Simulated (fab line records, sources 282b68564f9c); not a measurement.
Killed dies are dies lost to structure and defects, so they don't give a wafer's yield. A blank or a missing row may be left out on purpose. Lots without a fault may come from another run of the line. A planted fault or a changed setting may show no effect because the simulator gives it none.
Split-lot experiment | flow rit_cmos | 5 lots, 23 wafers read, on a route of 202 steps

THE SPLIT
At RIT_GATE_DEVELOP_15 (develop time 50 s), the setting develop_time_s was moved away from the recipe's 50 s on 6 of the 23 wafers read, by -11.1% to +14.6%. The other wafers ran this setting at the recipe's value.

FROM THE SPLIT TO THE READING: what the file shows between them, 18 steps
- RIT_GATE_HARDBAKE_18: time 60 s
- RIT_GATE_ETCH_19: etches poly-Si in SF6/CHF3/O2, stops on SiO2, time 165 s, target depth 312.5 nm
- RIT_REOX_OXIDATION_03: target thk 25.2 nm, ox time 5580 s (also split here: ox_time_s)
- RIT_NLDD_COAT_01: resist thk 1000 nm (also split here: spin_rpm)
- RIT_NLDD_SOFTBAKE_02: time 60 s
- RIT_NLDD_EXPOSE_03: exposes mask M7, target cd 40700 nm
- RIT_NLDD_DEVELOP_05: develop time 50 s
- RIT_NLDD_HARDBAKE_07: time 60 s
- RIT_PLDD_COAT_01: resist thk 1000 nm (also split here: spin_rpm)
- RIT_NSD_COAT_01: resist thk 1000 nm (also split here: resist_thk_nm)
- RIT_NSD_SOFTBAKE_02: time 60 s
- RIT_NSD_EXPOSE_03: exposes mask M9, target cd 40700 nm
- RIT_NSD_DEVELOP_05: develop time 50 s
- RIT_NSD_HARDBAKE_07: time 60 s
- RIT_NSD_IMPLANT_08 (also split here: dose_cm2)
- RIT_SDANNEAL_CLEAN_02: cleans in SC2, time 600 s (also split here: time_s)
- RIT_SDANNEAL_RTA_03: time 5 s
- RIT_SDANNEAL_RS_MEAS_05: measures by four-point-probe

THE READING
etest.nmos_0p15.r_on_ohm_um (the simulator's own value, which no gauge read), at RIT_M1_PROBE_99. The file gives no usual value for it. The 17 wafers here that ran the recipe average 1178, standard deviation 35.

wafer  | tool, chamber at the split | develop_time_s as run, s | against the recipe | etest.nmos_0p15.r_on_ohm_um | against lot-mates on the recipe
L078.1 | litho_track-01, 0          | 50                       | recipe             | 1193                        | -
L078.3 | litho_track-01, 0          | 57.31                    | +14.6%             | 1024                        | -188
L078.4 | litho_track-01, 0          | 57.31                    | +14.6%             | 1087                        | -125
L078.5 | litho_track-01, 0          | 57.31                    | +14.6%             | 1076                        | -136
L078.6 | litho_track-01, 0          | 50                       | recipe             | 1231                        | -
L079.1 | litho_track-04, 0          | 44.47                    | -11.1%             | 1423                        | +188
L079.2 | litho_track-04, 0          | 44.47                    | -11.1%             | 1382                        | +146
L079.3 | litho_track-04, 0          | 50                       | recipe             | 1234                        | -
L079.5 | litho_track-04, 0          | 50                       | recipe             | 1237                        | -
L079.6 | litho_track-04, 0          | 44.47                    | -11.1%             | 1369                        | +134
L080.1 | litho_track-01, 0          | 50                       | recipe             | 1136                        | -
L080.2 | litho_track-01, 0          | 50                       | recipe             | 1183                        | -
L080.3 | litho_track-01, 0          | 50                       | recipe             | 1175                        | -
L080.5 | litho_track-01, 0          | 50                       | recipe             | 1137                        | -
L080.6 | litho_track-01, 0          | 50                       | recipe             | 1198                        | -
L081.1 | litho_track-02, 0          | 50                       | recipe             | 1190                        | -
L081.3 | litho_track-02, 0          | 50                       | recipe             | 1146                        | -
L081.4 | litho_track-02, 0          | 50                       | recipe             | 1179                        | -
L081.5 | litho_track-02, 0          | 50                       | recipe             | 1202                        | -
L081.6 | litho_track-02, 0          | 50                       | recipe             | 1146                        | -
L084.1 | litho_track-01, 0          | 50                       | recipe             | 1118                        | -
L084.2 | litho_track-01, 0          | 50                       | recipe             | 1154                        | -
L084.3 | litho_track-01, 0          | 50                       | recipe             | 1170                        | -

THE FIT
A straight line over all 23 wafers: etest.nmos_0p15.r_on_ohm_um changes by -12.2 for each +1% of develop_time_s; r = -0.87; the points scatter about the line by 47.
The same after taking each lot's own level away (the mean of its wafers on the recipe; 23 wafers): -11.7 for each +1%; r = -0.95; scatter 26.
On that fit, the largest move of develop_time_s shifts the reading by 1.7e+02.
The lots' own levels span 1147.3 to 1235.5, that is 2.5 times the standard deviation above.
So the lot-to-lot level changes the slope little: the two slopes agree.
Check: with one of the wafers moved furthest among these (+14.6%) left out of the fit, the line predicts -157 for it against its lot-mates. It came out at -188 against them.

OTHER SPLITS ON THESE WAFERS
These wafers also went through other splits before the reading. Each is held against what the fit with the lots' levels taken away leaves over:
other split on the same wafers    | wafers away from the commonest value | r with etest.nmos_0p15.r_on_ohm_um (lot level and that fit taken away)
RIT_ACTIVE_OXIDATION_01 ox_time_s | 15                                   | -0.08
RIT_ACTIVE_COAT_06 spin_rpm       | 9                                    | -0.12
RIT_FOX2_OXIDATION_00 ox_time_s   | 10                                   | +0.21
RIT_PRETRO_IMPLANT_08 energy_kev  | 9                                    | -0.35
RIT_GATE_CVD_08 pressure_mtorr    | 10                                   | -0.04
RIT_REOX_OXIDATION_03 ox_time_s   | 15                                   | -0.02
RIT_NLDD_COAT_01 spin_rpm         | 9                                    | +0.16
RIT_PLDD_COAT_01 spin_rpm         | 5                                    | -0.08
RIT_NSD_COAT_01 resist_thk_nm     | 7                                    | +0.12
RIT_NSD_IMPLANT_08 dose_cm2       | 8                                    | -0.28
RIT_SDANNEAL_CLEAN_02 time_s      | 18                                   | +0.14

THE WHOLE CHAIN: every reading that the file lists as answering this split, in the file's order
step            | what it does | reading                                                                        | change (the file's fit)           | r (the file's)
RIT_M1_PROBE_99 |              | etest.pmos_turned.r_on_ohm_um (the simulator's own value, which no gauge read) | -38.5 for each +1% of the setting | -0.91
RIT_M1_PROBE_99 |              | etest.pmos_0p3.r_on_ohm_um (the simulator's own value, which no gauge read)    | -42.8 for each +1% of the setting | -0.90
RIT_M1_PROBE_99 |              | etest.pmos_0p15.r_on_ohm_um (the simulator's own value, which no gauge read)   | -39.4 for each +1% of the setting | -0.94
RIT_M1_PROBE_99 |              | etest.nmos_0p15.r_on_ohm_um (the simulator's own value, which no gauge read)   | -11.6 for each +1% of the setting | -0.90

THE FILE'S OWN FIT
etest.nmos_0p15.r_on_ohm_um changes by -11.6 for each +1% of develop_time_s, r = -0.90.
